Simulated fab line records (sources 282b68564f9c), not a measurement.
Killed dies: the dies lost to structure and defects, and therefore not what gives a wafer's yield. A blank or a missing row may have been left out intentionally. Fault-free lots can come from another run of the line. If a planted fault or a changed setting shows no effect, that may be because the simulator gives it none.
Check for tools in common | flow rit_cmos | 51 wafers sampled across 13 lots

## REASON IT WAS OPENED
Of 13 lots, 4 have the reading PLDD_OVL flagged at RIT_PLDD_OVL_MEAS_06. Fault-free wafers read 0.5 nm, with a standard deviation of 1.4.
Rule: a lot is flagged when every wafer of it that has a number lies more than 4 standard deviations from that mean, or none has a number. As for the other lots, they are considered sound.

lot  | measured    | on         | PLDD_OVL (nm), wafer by wafer       | flag
L780 | day 2 22:46 | overlay-02 | 1.9 0.1 -0.1                        |
L781 | day 3 01:34 | overlay-01 | 0.5 2.7 1.0                         |
L782 | day 3 06:45 | overlay-02 | 0.1 0.5 1.2                         |
L783 | day 3 10:55 | overlay-01 | -1.3 0.7 -0.4                       |
L786 | day 4 04:58 | overlay-02 | 132.4 134.5 132.4 133.2 135.9 132.8 | FLAGGED
L787 | day 4 07:29 | overlay-01 | 128.4 128.6 127.2 129.3 129.5 127.9 | FLAGGED
L788 | day 4 15:11 | overlay-01 | 130.2 129.1 129.5 131.5 130.5 130.6 | FLAGGED
L792 | day 5 13:46 | overlay-02 | 133.1 133.0 131.8 133.7 134.1 132.8 | FLAGGED
L794 | day 5 18:12 | overlay-02 | 1.4 1.3 2.8                         |
L796 | day 6 04:20 | overlay-01 | 1.4 -0.2 2.4                        |
L798 | day 6 19:21 | overlay-02 | 1.9 0.4 1.9                         |
L801 | day 7 09:17 | overlay-02 | 0.3 0.6 1.7                         |
L803 | day 8 06:37 | overlay-01 | 0.6 2.4 0.5                         |
Average over the flagged lots: 131.3 nm; offset from the usual +130.8 nm, equal to +93 standard deviations.

## EACH LOT AND THE TOOL IT RAN ON
Before the reading, the record contains 2 process steps out of a 202-step route. Every cell lists first the tool, next ch and the chambers used by the sampled wafers, and last the start.
lot  | flag    | RIT_NLDD_STRIP_09                   | RIT_PLDD_EXPOSE_03
L780 |         | plasma_asher-04 ch 0,1, day 2 21:34 | iline_stepper-01 ch 0, day 2 22:22
L781 |         | plasma_asher-04 ch 0,1, day 3 00:21 | iline_stepper-02 ch 0, day 3 01:11
L782 |         | plasma_asher-02 ch 0,1, day 3 05:40 | iline_stepper-02 ch 0, day 3 06:21
L783 |         | plasma_asher-02 ch 0,1, day 3 09:43 | iline_stepper-01 ch 0, day 3 10:32
L786 | FLAGGED | plasma_asher-02 ch 0,1, day 4 03:53 | iline_stepper-01 ch 0, day 4 04:34
L787 | FLAGGED | plasma_asher-02 ch 0,1, day 4 06:24 | iline_stepper-01 ch 0, day 4 07:06
L788 | FLAGGED | plasma_asher-04 ch 0,1, day 4 14:06 | iline_stepper-01 ch 0, day 4 14:49
L792 | FLAGGED | plasma_asher-04 ch 0,1, day 5 12:33 | iline_stepper-01 ch 0, day 5 13:22
L794 |         | plasma_asher-02 ch 0,1, day 5 16:59 | iline_stepper-02 ch 0, day 5 17:48
L796 |         | plasma_asher-04 ch 0,1, day 6 03:08 | iline_stepper-02 ch 0, day 6 03:56
L798 |         | plasma_asher-01 ch 0,1, day 6 18:08 | iline_stepper-02 ch 0, day 6 18:58
L801 |         | plasma_asher-04 ch 0,1, day 7 08:04 | iline_stepper-02 ch 0, day 7 08:54
L803 |         | plasma_asher-04 ch 0,1, day 8 05:23 | iline_stepper-02 ch 0, day 8 06:12
These steps, and what they do:
- RIT_NLDD_STRIP_09: strips in O2, time 180 s.
- RIT_PLDD_EXPOSE_03: exposes mask M8, target cd 40900 nm.
- RIT_PLDD_OVL_MEAS_06

## FLAGGED AGAINST TOTAL, ONE TOOL AT A TIME (gauges that did the reading follow at the end)
step                 | tool             | lots run | flagged | share of the flagged lots | sound lots run after its first flagged lot
RIT_NLDD_STRIP_09    | plasma_asher-01  | 1        | 0       | none                      | -
RIT_NLDD_STRIP_09    | plasma_asher-02  | 5        | 2       | some                      | 1 (L794)
RIT_NLDD_STRIP_09    | plasma_asher-04  | 7        | 2       | some                      | 3 (L796,L801,L803)
RIT_PLDD_EXPOSE_03   | iline_stepper-01 | 6        | 4       | all                       | 0
RIT_PLDD_EXPOSE_03   | iline_stepper-02 | 7        | 0       | none                      | -
RIT_PLDD_OVL_MEAS_06 | overlay-01       | 6        | 2       | some                      | 2 (L796,L803)
RIT_PLDD_OVL_MEAS_06 | overlay-02       | 7        | 2       | some                      | 3 (L794,L798,L801)

## WHAT THE TABLE PERMITS
Rows of the table that ran each flagged lot: 1, that is iline_stepper-01 at RIT_PLDD_EXPOSE_03.
- iline_stepper-01 at RIT_PLDD_EXPOSE_03 ran 6 lots, 4 of them flagged. A fault beginning between L783 (day 3 10:32), its last sound lot, and L786 (day 4 04:34), its first flagged one, fits the data.
iline_stepper-01 at RIT_PLDD_EXPOSE_03 is the single tool remaining.

## WHAT THE SIMULATOR PUT IN
Scanner matching overlay: iline_stepper-01, from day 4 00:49 on, at RIT_PLDD_EXPOSE_03. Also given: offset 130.
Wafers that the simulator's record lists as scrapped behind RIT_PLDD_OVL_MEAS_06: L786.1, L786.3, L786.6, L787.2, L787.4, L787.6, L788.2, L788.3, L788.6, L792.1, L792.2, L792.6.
Struck lots among those shown: L786, L787, L788, L792. The rule given above showed the same thing.
